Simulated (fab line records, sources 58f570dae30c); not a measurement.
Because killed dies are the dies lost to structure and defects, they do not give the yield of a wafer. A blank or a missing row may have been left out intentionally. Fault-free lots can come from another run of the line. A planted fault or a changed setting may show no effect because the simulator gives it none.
fab line records | flow berkeley_cmos170
record: lots: 14 | wafers: 42 | last_day: 11
route steps=331 shown PWELL@48 WELLDRIVE@56 PVT@124
lots that met no fault: from a run of the same line without faults
start_h: hours from the record's opening day to when the first of the lot's shown wafers began | wait_h: hours since the lot's step before | " repeats the value in the row above | L1.1+2: one row covering several wafers at once | - no value, or no start was given | * or withheld: withheld | < > ~ a bound
route shown NAME@n: a module of which the file shows steps, and the number in the route of the first | usual: the fault-free wafers' mean and standard deviation | same: alike in all rows | chamber/n: place in a boat | sites: the reading at each site | _std_site: their standard deviation | _edge_site: the outer-site mean with the inner-site mean subtracted | radius_mm: for every site, how far away it sits from the centre of the wafer | mask NAME#n: copy n | behind: tool/chamber where the wafer was last shaped | hold: why the lot was held/for how many hours/how that ended | device: whichever transistor did not switch (one of n, p or np) | end of line: tests run on the same wafers once the route is complete | a step given without rows: its recipe and nothing more | killed: not the wafer's yield, but the dies lost to structure and defects at the first sort | map: a wafer's dies, x killed, . not, _ none there
set.NAME: setting as actually run; set.NAME@STEP: the setting as run at that earlier step | model.NAME: the simulator's own value behind a step, which no gauge read
the route's steps for a sample of lots (tables are steps, rows are wafers)
services: the hour from which a tool's chamber was out of use, counted from the record's first day as start_h (under 0 if before that day), plus the number of hours and why
== steps ==
step: UCB170_PWELL_ETCH_14
recipe: chemistry: CH3F/Ar/O2 | target: Si3N4 | stop_on: SiO2 | CH3F_flow_sccm: 20 | Ar_flow_sccm: 50 | O2_flow_sccm: 7 | pressure_mtorr: 50 | rf_w: 450 | target_depth_a: 2420 | over_etch_frac: 0.1 | time_s: 151
usual: drypump_motor_current_A: 5.4/0.33 | oes_product_au: 0.943/0.016 | throttle_valve_pct: 8.06/0.11
same: over_etch_frac: 0.1
lot.wafer | tool        | chamber | start_h | wait_h | drypump_motor_current_A | oes_product_au | rf_hours_counter_h | throttle_valve_pct
L539.1    | rie_diel-04 | 0       | 59.42   | 0.0    | 5.7                     | 0.950          | 125                | 8.21
L539.2    | "           | 1       | "       | "      | 5.0                     | 0.947          | 88                 | 8.10
L539.5    | "           | 1       | "       | "      | 5.0                     | 0.944          | -                  | 8.12
L540.1    | rie_diel-02 | 0       | 59.66   | 0.0    | 5.6                     | 0.938          | 46                 | 7.92
L540.2    | "           | 3       | "       | "      | 6.1                     | 0.932          | 14                 | 8.01
L540.5    | "           | 0       | "       | "      | 5.6                     | 0.931          | -                  | 7.92
L542.3    | rie_diel-02 | 0       | 71.34   | 0.0    | 5.6                     | 0.932          | 47                 | 7.93
L542.4    | "           | 1       | "       | "      | 5.3                     | 0.929          | 46                 | 7.92
L542.5    | "           | 2       | "       | "      | 5.5                     | 0.972          | -                  | 7.97
L541.2    | rie_diel-04 | 2       | 74.23   | 0.0    | 5.3                     | 0.921          | 85                 | 8.21
L541.3    | "           | 0       | "       | "      | 5.7                     | 0.945          | 126                | 8.21
L541.5    | "           | 0       | "       | "      | 5.7                     | 0.946          | -                  | 8.20
L543.3    | rie_diel-02 | 1       | 74.47   | 0.0    | 5.3                     | 0.938          | 46                 | 7.92
L543.4    | "           | 0       | "       | "      | 5.6                     | 0.935          | 47                 | 7.92
L543.5    | "           | 2       | "       | "      | 5.5                     | 0.968          | -                  | 7.97
L544.2    | rie_diel-02 | 0       | 86.47   | 0.0    | 5.6                     | 0.948          | 48                 | 7.93
L544.3    | "           | 1       | "       | "      | 5.3                     | 0.947          | 47                 | 7.94
L544.6    | "           | 1       | "       | "      | 5.3                     | 0.950          | -                  | 7.97
L545.2    | rie_diel-04 | 1       | 86.74   | 0.0    | 5.0                     | 0.951          | 90                 | 8.09
L545.4    | "           | 1       | "       | "      | 5.0                     | 0.946          | -                  | 8.11
L545.5    | "           | 0       | "       | "      | 5.7                     | 0.955          | -                  | 8.23
L548.2    | rie_diel-02 | 2       | 94.30   | 0.0    | 5.5                     | 0.983          | 137                | 7.95
L548.3    | "           | 0       | "       | "      | 5.6                     | 0.952          | 48                 | 7.93
L548.6    | "           | 2       | "       | "      | 5.5                     | 0.973          | -                  | 7.96
L546.3    | rie_diel-03 | 3       | 94.50   | 0.0    | 5.0                     | 0.936          | 49                 | 7.99
L546.4    | "           | 1       | "       | "      | 5.7                     | 0.926          | 156                | 8.21
L546.6    | "           | 0       | "       | "      | 5.4                     | 0.939          | -                  | 8.03
L550.1    | rie_diel-03 | 2       | 109.41  | 0.0    | 4.9                     | 0.940          | 135                | 7.95
L550.2    | "           | 1       | "       | "      | 5.7                     | 0.927          | 156                | 8.21
L550.6    | "           | 3       | "       | "      | 5.0                     | 0.948          | -                  | 7.99
L549.2    | rie_diel-02 | 1       | 109.72  | 0.0    | 5.3                     | 0.946          | 48                 | 7.95
L549.4    | "           | 3       | "       | "      | 6.1                     | 0.932          | 16                 | 7.99
L549.6    | "           | 2       | "       | "      | 5.5                     | 0.968          | -                  | 7.98
L552.1    | rie_diel-04 | 2       | 117.47  | 0.0    | 5.3                     | 0.914          | 87                 | 8.20
L552.4    | "           | 2       | "       | "      | 5.3                     | 0.919          | -                  | 8.21
L552.5    | "           | 0       | "       | "      | 5.7                     | 0.954          | -                  | 8.22
L556.3    | rie_diel-02 | 2       | 143.76  | 0.0    | 5.5                     | 0.979          | 140                | 7.95
L556.4    | "           | 0       | "       | "      | 5.6                     | 0.954          | 51                 | 7.93
L556.5    | "           | 2       | "       | "      | 5.5                     | 0.978          | -                  | 7.98
L558.3    | rie_diel-04 | 2       | 145.97  | 0.0    | 5.3                     | 0.915          | 89                 | 8.21
L558.4    | "           | 3       | "       | "      | 5.2                     | 0.914          | 1                  | 8.15
L558.5    | "           | 2       | "       | "      | 5.3                     | 0.918          | -                  | 8.22
step: UCB170_WELLDRIVE_OXIDATION_01
recipe: temp_c: 1100 | ambient: O2 | target_thk_a: 1990 | ox_time_s: 9000
usual: spike_tc_centre_C: 1102.1/1.2 | tube_center_temp_C: 1100/0.099 | tube_center_temp_C_max: 1102.8/0.46
lot.wafer | tool       | chamber | start_h | wait_h | spike_tc_centre_C | tube_center_temp_C | tube_center_temp_C_max
L539.1    | furnace-04 | 0       | 67.01   | 2.3    | 1101.9            | 1099.9             | 1102.6
L539.2    | "          | 0       | "       | "      | 1100.8            | 1100.1             | 1102.8
L539.5    | "          | 0       | "       | "      | 1100.0            | 1100.1             | 1103.0
L540.1    | furnace-04 | 0       | 67.01   | 2.3    | 1102.0            | 1099.9             | 1103.6
L540.2    | "          | 0       | "       | "      | 1101.5            | 1100               | 1102.9
L540.5    | "          | 0       | "       | "      | 1101.5            | 1100               | 1103.1
L542.3    | furnace-01 | 0       | 78.49   | 1.3    | 1103.1            | 1100.1             | 1102.9
L542.4    | "          | 0       | "       | "      | 1103.7            | 1100.1             | 1102.3
L542.5    | "          | 0       | "       | "      | 1103.6            | 1099.8             | 1102.7
L541.2    | furnace-04 | 0       | 82.98   | 2.9    | 1101.3            | 1100.2             | 1102.8
L541.3    | "          | 0       | "       | "      | 1101.0            | 1100               | 1103.2
L541.5    | "          | 0       | "       | "      | 1102.5            | 1100.1             | 1103.8
L543.3    | furnace-04 | 0       | 82.98   | 2.9    | 1103.9            | 1099.9             | 1102.5
L543.4    | "          | 0       | "       | "      | 1101.6            | 1099.8             | 1103.4
L543.5    | "          | 0       | "       | "      | 1101.5            | 1100               | 1102.6
L544.2    | furnace-03 | 0       | 95.20   | 3.3    | 1102.5            | 1100               | 1102.9
L544.3    | "          | 0       | "       | "      | 1101.7            | 1100               | 1102.9
L544.6    | "          | 0       | "       | "      | 1101.6            | 1100.1             | 1103.5
L545.2    | furnace-03 | 0       | 95.20   | 2.9    | 1102.6            | 1100               | 1103.5
L545.4    | "          | 0       | "       | "      | 1101.4            | 1100               | 1103.7
L545.5    | "          | 0       | "       | "      | 1101.6            | 1100.1             | 1103.3
L546.3    | furnace-04 | 0       | 101.51  | 1.5    | 1102.5            | 1100.1             | 1102.9
L546.4    | "          | 0       | "       | "      | 1100.4            | 1099.9             | 1102.5
L546.6    | "          | 0       | "       | "      | 1102.7            | 1099.8             | 1102.8
L548.2    | furnace-04 | 0       | 101.51  | 1.5    | 1100.4            | 1099.9             | 1102.7
L548.3    | "          | 0       | "       | "      | 1101.0            | 1100.1             | 1103.6
L548.6    | "          | 0       | "       | "      | 1101.2            | 1100.1             | 1102.8
L549.2    | furnace-04 | 0       | 115.01  | 0.1    | 1092.7            | 1091.8             | 1094.9
L549.4    | "          | 0       | "       | "      | 1093.4            | 1091.7             | 1094.3
L549.6    | "          | 0       | "       | "      | 1093.7            | 1091.6             | 1093.8
L550.1    | furnace-04 | 0       | 115.01  | 0.1    | 1092.3            | 1091.7             | 1094.2
L550.2    | "          | 0       | "       | "      | 1094.2            | 1091.8             | 1094.7
L550.6    | "          | 0       | "       | "      | 1093.9            | 1091.6             | 1094.8
L552.1    | furnace-01 | 0       | 127.87  | 2.7    | 1103.7            | 1099.9             | 1103.2
L552.4    | "          | 0       | "       | "      | 1103.0            | 1100.1             | 1102.8
L552.5    | "          | 0       | "       | "      | 1103.0            | 1100               | 1103.2
L556.3    | furnace-03 | 0       | 151.28  | 2.3    | 1100.8            | 1100               | 1102.3
L556.4    | "          | 0       | "       | "      | 1103.0            | 1100               | 1102.3
L556.5    | "          | 0       | "       | "      | 1103.5            | 1099.9             | 1102.8
L558.3    | furnace-03 | 0       | 154.78  | 1.8    | 1101.4            | 1100.1             | 1102.4
L558.4    | "          | 0       | "       | "      | 1100.6            | 1100.1             | 1102.9
L558.5    | "          | 0       | "       | "      | 1102.1            | 1099.9             | 1102.2
step: UCB170_WELLDRIVE_THK_MEAS_02
recipe: reads: SiO2_of_WELLDRIVE_OXIDATION_01
usual: WELLDRIVE_OXIDE_THK: 198.4/2.7
lot.wafer | tool          | chamber | start_h | wait_h | WELLDRIVE_OXIDE_THK[nm]
L539.1    | film_metro-02 | -       | 70.51   | 0.0    | 200.0
L539.2    | "             | -       | "       | "      | 199.1
L539.5    | "             | -       | "       | "      | 201.9
L540.1    | film_metro-01 | -       | 70.51   | 0.0    | 198.1
L540.2    | "             | -       | "       | "      | 198.1
L540.5    | "             | -       | "       | "      | 198.4
L542.3    | film_metro-02 | -       | 82.01   | 0.0    | 197.9
L542.4    | "             | -       | "       | "      | 195.8
L542.5    | "             | -       | "       | "      | 193.4
L541.2    | film_metro-03 | -       | 86.49   | 0.0    | 198.9
L541.3    | "             | -       | "       | "      | 203.5
L541.5    | "             | -       | "       | "      | 201.6
L543.3    | film_metro-02 | -       | 86.50   | 0.0    | 197.0
L543.4    | "             | -       | "       | "      | 199.1
L543.5    | "             | -       | "       | "      | 199.3
L544.2    | film_metro-01 | -       | 98.71   | 0.0    | 195.4
L544.3    | "             | -       | "       | "      | 199.0
L544.6    | "             | -       | "       | "      | 195.3
L545.2    | film_metro-03 | -       | 98.71   | 0.0    | 200.4
L545.4    | "             | -       | "       | "      | 198.6
L545.5    | "             | -       | "       | "      | 202.4
L546.3    | film_metro-01 | -       | 105.03  | 0.0    | 200.8
L546.4    | "             | -       | "       | "      | 200.4
L546.6    | "             | -       | "       | "      | 200.9
L548.2    | film_metro-01 | -       | 105.08  | 0.1    | 192.4
L548.3    | "             | -       | "       | "      | 194.3
L548.6    | "             | -       | "       | "      | 193.3
L550.1    | film_metro-01 | -       | 118.51  | 0.0    | 184.7
L550.2    | "             | -       | "       | "      | 185.1
L550.6    | "             | -       | "       | "      | 188.4
L549.2    | film_metro-03 | -       | 118.52  | 0.0    | 186.0
L549.4    | "             | -       | "       | "      | 184.0
L549.6    | "             | -       | "       | "      | 186.9
L552.1    | film_metro-02 | -       | 131.37  | 0.0    | 199.6
L552.4    | "             | -       | "       | "      | 204.7
L552.5    | "             | -       | "       | "      | 201.8
L556.3    | film_metro-01 | -       | 154.80  | 0.0    | 200.2
L556.4    | "             | -       | "       | "      | 201.0
L556.5    | "             | -       | "       | "      | 199.5
L558.3    | film_metro-03 | -       | 158.30  | 0.0    | 199.0
L558.4    | "             | -       | "       | "      | 197.4
L558.5    | "             | -       | "       | "      | 198.6
step: UCB170_PVT_TW_MEAS_09
usual: PVT_TW: 508/5.6
lot.wafer | tool          | chamber | start_h | wait_h | PVT_TW
L540.1    | film_metro-03 | -       | 109.94  | 0.1    | 511
L540.2    | "             | -       | "       | "      | 512
L540.5    | "             | -       | "       | "      | 510
L539.1    | film_metro-03 | -       | 110.18  | 0.1    | 511
L539.2    | "             | -       | "       | "      | 515
L539.5    | "             | -       | "       | "      | 512
L542.3    | film_metro-03 | -       | 125.54  | 0.1    | 515
L542.4    | "             | -       | "       | "      | 513
L542.5    | "             | -       | "       | "      | 514
L543.3    | film_metro-01 | -       | 126.35  | 0.1    | 498
L543.4    | "             | -       | "       | "      | 501
L543.5    | "             | -       | "       | "      | 498
L541.2    | film_metro-04 | -       | 126.59  | 0.1    | 514
L541.3    | "             | -       | "       | "      | 512
L541.5    | "             | -       | "       | "      | 511
L545.2    | film_metro-01 | -       | 141.40  | 0.1    | 498
L545.4    | "             | -       | "       | "      | 495
L545.5    | "             | -       | "       | "      | 499
L544.2    | film_metro-01 | -       | 141.98  | 0.1    | 501
L544.3    | "             | -       | "       | "      | 498
L544.6    | "             | -       | "       | "      | 501
L548.2    | film_metro-03 | -       | 149.84  | 0.1    | 508
L548.3    | "             | -       | "       | "      | 511
L548.6    | "             | -       | "       | "      | 510
L546.3    | film_metro-03 | -       | 150.08  | 0.1    | 509
L546.4    | "             | -       | "       | "      | 514
L546.6    | "             | -       | "       | "      | 512
L549.2    | film_metro-01 | -       | 155.41  | 0.1    | 504
L549.4    | "             | -       | "       | "      | 504
L549.6    | "             | -       | "       | "      | 506
L550.1    | film_metro-01 | -       | 155.80  | 0.1    | 505
L550.2    | "             | -       | "       | "      | 508
L550.6    | "             | -       | "       | "      | 506
L552.1    | film_metro-01 | -       | 187.58  | 0.1    | 503
L552.4    | "             | -       | "       | "      | 503
L552.5    | "             | -       | "       | "      | 501
L558.3    | film_metro-03 | -       | 211.77  | 0.1    | 513
L558.4    | "             | -       | "       | "      | 512
L558.5    | "             | -       | "       | "      | 515
L556.3    | film_metro-01 | -       | 212.04  | 0.1    | 502
L556.4    | "             | -       | "       | "      | 502
L556.5    | "             | -       | "       | "      | 503
== services ==
tool        | chamber | start_h | hours | kind
rie_diel-04 | -       | 42.88   | 1.0   | repair
rie_diel-04 | 2       | 77.45   | 11.5  | repair
rie_diel-04 | 1       | 88.31   | 12.7  | repair
furnace-01  | -       | 91.16   | 3.9   | pm
furnace-04  | -       | 92.18   | 3.6   | pm
rie_diel-02 | 3       | 93.00   | 10.1  | repair
rie_diel-02 | 1       | 97.50   | 5.1   | repair
rie_diel-04 | 3       | 111.49  | -     | clean
rie_diel-04 | 3       | 111.49  | 16.7  | scheduled_down
rie_diel-04 | 3       | 111.49  | 16.7  | vent_cycle
rie_diel-02 | -       | 111.71  | 2.8   | pm
furnace-03  | -       | 119.72  | 2.9   | pm
rie_diel-03 | 1       | 137.75  | -     | clean
rie_diel-03 | 1       | 137.75  | 19.5  | scheduled_down
rie_diel-03 | 1       | 137.75  | 19.5  | vent_cycle
furnace-01  | -       | 149.92  | 3.2   | pm
== key ==
first_sign: step: UCB170_WELLDRIVE_OXIDATION_01 | reading: tube_center_temp_C | direction: down | sigmas: 76 | usual: * | struck: *
effect: step: UCB170_WELLDRIVE_OXIDATION_01 | reading: tube_center_temp_C_max | direction: down | sigmas: 18 | usual: * | struck: *
effect: step: UCB170_WELLDRIVE_THK_MEAS_02 | reading: WELLDRIVE_OXIDE_THK | direction: down | sigmas: 4.7 | usual: 198.4 | struck: 185.9
met_at UCB170_WELLDRIVE_OXIDATION_01
struck_lots L549,L550
tester_left_out L549,L550
not_acting_at UCB170_PWELL_ETCH_14,UCB170_PVT_TW_MEAS_09
onset_between 101.51 115.01
fault: kind: process_parameter_drift | tool: furnace-04 | chamber: - | onset_h: 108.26 | steps: UCB170_WELLDRIVE_OXIDATION_01 | channel: temp_c | offset: * | shape: step | end_h: 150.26 | acts_in: * | stated: *
tester_left_out: of these lots the tester's yield and bins aren't shown, on N5 and GAA mostly nor the transistor test; their killed dies are dies lost to structure and defects alone, not to doping, threshold or leakage, so they don't give the yield
